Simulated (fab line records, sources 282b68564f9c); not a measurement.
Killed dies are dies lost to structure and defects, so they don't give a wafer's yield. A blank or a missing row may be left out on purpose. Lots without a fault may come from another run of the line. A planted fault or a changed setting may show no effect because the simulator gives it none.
A struck lot beside a sound one | flow rit_cmos | 17 steps out of a route of 202
Sound: wafers L458.1, L458.2, L458.5. Struck: wafers L445.4, L445.5, L445.6. The cause comes at the end.
At each step with rows: each side's tool, then ch and its chambers, then its first start. Under that, the readings that differ: sound wafers | struck wafers | difference of the means | sigmas: that difference in standard deviations of wafers without a fault.
alike: readings whose means differ by less than 2 such deviations, and words and numbers that are the same on both sides. not compared: withheld readings, readings that some wafer has no value for, bounds like >300 that may hide the same value, and numbers for which the record gives no deviation and whose values overlap.
The two part at a step that has a row with sigmas, a row that says differs or no value, or rows on one side only. Numbers that don't overlap but have no deviation are shown without sigmas and don't part them. A reading that every wafer of one side lacks parts them only if that side has two wafers or more.

first, 1 step without rows for these wafers: RIT_PRETRO_DEVELOP_05 (develop time 65.46 s).
RIT_PRETRO_OVL_MEAS_06:
  sound on overlay-01, day 6 02:39; struck on overlay-01, day 3 11:57
  alike: PRETRO_OVL
then, 2 steps without rows for these wafers: RIT_PRETRO_HARDBAKE_07 (time 120 s); RIT_PRETRO_IMPLANT_08.
RIT_PRETRO_STRIP_09: strips in O2, time 180 s.
  sound on plasma_asher-02 ch 0,1, day 6 03:05; struck on plasma_asher-01 ch 0,1, day 3 12:26
  alike: drypump_motor_current_A, rf_refl_power_W
  not compared: rf_hours_counter_h
RIT_PRETRO_TW_MEAS_10:
  sound on film_metro-04, day 6 03:16; struck on film_metro-03, day 3 12:34
  alike: PRETRO_TW
then, 5 steps without rows for these wafers: RIT_GATE_WET_ETCH_00 (etches SiO2 in BOE, target depth 56 nm, time 60 s); RIT_GATE_CLEAN_01 (cleans in SC1, time 600 s); RIT_GATE_CLEAN_02 (cleans in dHF, time 30 s); RIT_GATE_CLEAN_03 (cleans in SC2, time 600 s); RIT_GATE_CLEAN_04 (cleans in dHF, time 60 s).
RIT_FOX2_THK_MEAS_91:
  sound on film_metro-02, day 6 03:44; struck on film_metro-02, day 3 13:03
  alike: FIELD_OXIDE_LEFT_2_THK
RIT_GATE_OXIDATION_05: target thk 3 nm, ox time 270 s.
  sound on furnace-04 ch 0, day 6 03:48; struck on furnace-01 ch 0, day 3 14:03
  reading                                     | sound                | struck               | difference | sigmas
  spike_tc_centre_C (C)                       | 903.9 902.5 902.0    | 922.0 925.0 923.1    | +20.6      | +21
  spike_tc_load_C (C)                         | 926.0 923.9 925.7    | 950.6 948.6 949.3    | +24.3      | +10
  spike_tc_source_C (C)                       | 919 919 918          | 948 947 945          | +28        | +8
  tube_center_temp_C (C)                      | 900.03 900.03 899.91 | 920.04 920.04 919.96 | +20.02     | +99 or more
  tube_center_temp_C_max                      | 902.6 902.0 902.8    | 922.3 922.4 922.2    | +19.8      | +55
  model.SiO2_of_GATE_OXIDATION_05.thk_nm (nm) | 3.114 3.128 3.07     | 3.747 3.752 3.797    | +0.661     |
then, 1 step without rows for these wafers: RIT_GATE_ANNEAL_06 (time 600 s).
RIT_GATE_THK_MEAS_07:
  sound on film_metro-01, day 6 05:07; struck on film_metro-02, day 3 15:25
  reading             | sound          | struck         | difference | sigmas
  GATE_OXIDE_THK (nm) | 3.09 3.12 3.04 | 3.73 3.73 3.81 | +0.67      | +11
then, 1 step without rows for these wafers: RIT_GATE_CVD_08 (deposits poly-Si from SiH4, target thk 250 nm, time 2132 s).
RIT_M1_PROBE_99:
  sound on prober-01, day 7 05:56; struck on prober-02, day 4 14:53
  reading                             | sound             | struck            | difference | sigmas
  killed_on_rim                       | 2 0 0             | 2 7 2             | +3         | +2
  model.etest.pmos_0p3.r_on_ohm_um    | 6382 6439 6319    | 7651 7572 7652    | +1245      |
  model.etest.pmos_turned.r_on_ohm_um | 3310 3376 3222    | 4058 3841 3946    | +646       |
  model.etest.pmos_0p15.r_on_ohm_um   | 2725 2766 2651    | 3316 3156 3250    | +527       |
  model.etest.nmos_0p3.r_on_ohm_um    | 2179 2235 2147    | 2615 2546 2615    | +405       |
  model.etest.nmos_0p15.r_on_ohm_um   | 1097 1149 1066    | 1336 1239 1322    | +195       |
  model.etest.nmos_0p15.drive_ua_um   | 469.1 461 478.5   | 375 391.2 373.3   | -90        |
  model.etest.nmos_narrow.drive_ua_um | 219.9 219.4 223.3 | 169.2 167.4 166.5 | -53.2      |
  model.etest.nmos_0p3.drive_ua_um    | 215.3 212.4 219.3 | 167.4 165.8 164.7 | -49.7      |
  alike: killed_at_contacts, killed_at_front_end, killed_dies, killed_open, killed_short

WHERE THEY PART
First at RIT_GATE_OXIDATION_05; last, within this record, at RIT_M1_PROBE_99.

WHY: what the simulator had put in
Process parameter drift: furnace-01, from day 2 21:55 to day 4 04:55, at RIT_GATE_OXIDATION_05. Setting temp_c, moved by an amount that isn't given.
